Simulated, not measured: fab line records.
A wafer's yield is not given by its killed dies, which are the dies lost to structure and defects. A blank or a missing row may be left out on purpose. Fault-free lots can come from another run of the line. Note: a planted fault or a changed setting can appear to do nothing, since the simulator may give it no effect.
Which of the tools did it?	flow rit cmos	14 lots (42 wafers sampled), 1 step of a 202-step route

WHAT THE GAUGES READ, wafer by wafer
The record lacks any reading of a measuring or inspecting step that a usual standard deviation could be used to judge.

WHAT TOOL EACH LOT RAN ON (gives the tool, then ch and the chambers of the sampled wafers, and finally the start)
lot	RIT_SILICIDE_WET_ETCH_00
L469	wet bench-01 ch 0, day 3 05:01
L471	wet bench-03 ch 2, day 3 11:06
L472	wet bench-02 ch 1, day 3 16:40
L474	wet bench-01 ch 0, day 4 05:01
L476	wet bench-01 ch 1, day 4 14:19
L477	wet bench-03 ch 3, day 4 17:12
L478	wet bench-01 ch 0, day 4 22:37
L479	wet bench-02 ch 3, day 5 04:19
L483	wet bench-02 ch 2, day 6 01:21
L484	wet bench-03 ch 0, day 6 06:23
L485	wet bench-03 ch 1, day 6 11:10
L486	wet bench-01 ch 0, day 6 15:55
L491	wet bench-03 ch 3, day 7 15:17
L492	wet bench-02 ch 3, day 7 21:18
- RIT_SILICIDE_WET_ETCH_00: etches SiO2 in BOE, target depth 14 nm, time 14.28 s.

WHAT THE TOOLS THEMSELVES READ (means of the sampled wafers that have a number; where no wafer has one, the mark that the record gives instead)
RIT_SILICIDE_WET_ETCH_00. Usual: bath heat duty pct 1.7 %, standard deviation 0.42; temp c 21.49 C, standard deviation 0.097.
lot	tool	bath heat duty pct (%)	temp c (C)	flag
L469	wet bench-01	1.5	21.45	
L471	wet bench-03	2.2	21.55	
L472	wet bench-02	1.7	21.50	
L474	wet bench-01	1.5	21.61	
L476	wet bench-01	1.9	21.62	
L477	wet bench-03	1.1	21.50	
L478	wet bench-01	1.5	21.37	
L479	wet bench-02	1.9	21.47	
L483	wet bench-02	1.6	21.44	
L484	wet bench-03	-	-	OFF
L485	wet bench-03	-	-	OFF
L486	wet bench-01	1.8	21.56	
L491	wet bench-03	1.7	21.41	
L492	wet bench-02	2.0	21.45	

THE ANSWER, worked out from the rows above alone
Rule: a lot is off if the mean of its wafers that have a number lies more than 3 standard deviations from the usual mean. A lot without any number at a reading at which 4 lots or more have one is off too. The other lots that the step has rows for count as sound. Order of review: gauges by route order, followed by the tools' own readings, for which a lot's mean as printed above is used. At the first step where some lot is off, the reading lying furthest off is the one used; lots without a number count as furthest.
Off, at RIT_SILICIDE_WET_ETCH_00 on bath heat duty pct: L484, L485. Without a number there: L484, L485.
A tool fits if, at that step or a process step before it, it ran every lot that is off, and no sound lot after the first of them. Not one of the candidates tried fits.

WHAT THE SIMULATOR HAD INSERTED
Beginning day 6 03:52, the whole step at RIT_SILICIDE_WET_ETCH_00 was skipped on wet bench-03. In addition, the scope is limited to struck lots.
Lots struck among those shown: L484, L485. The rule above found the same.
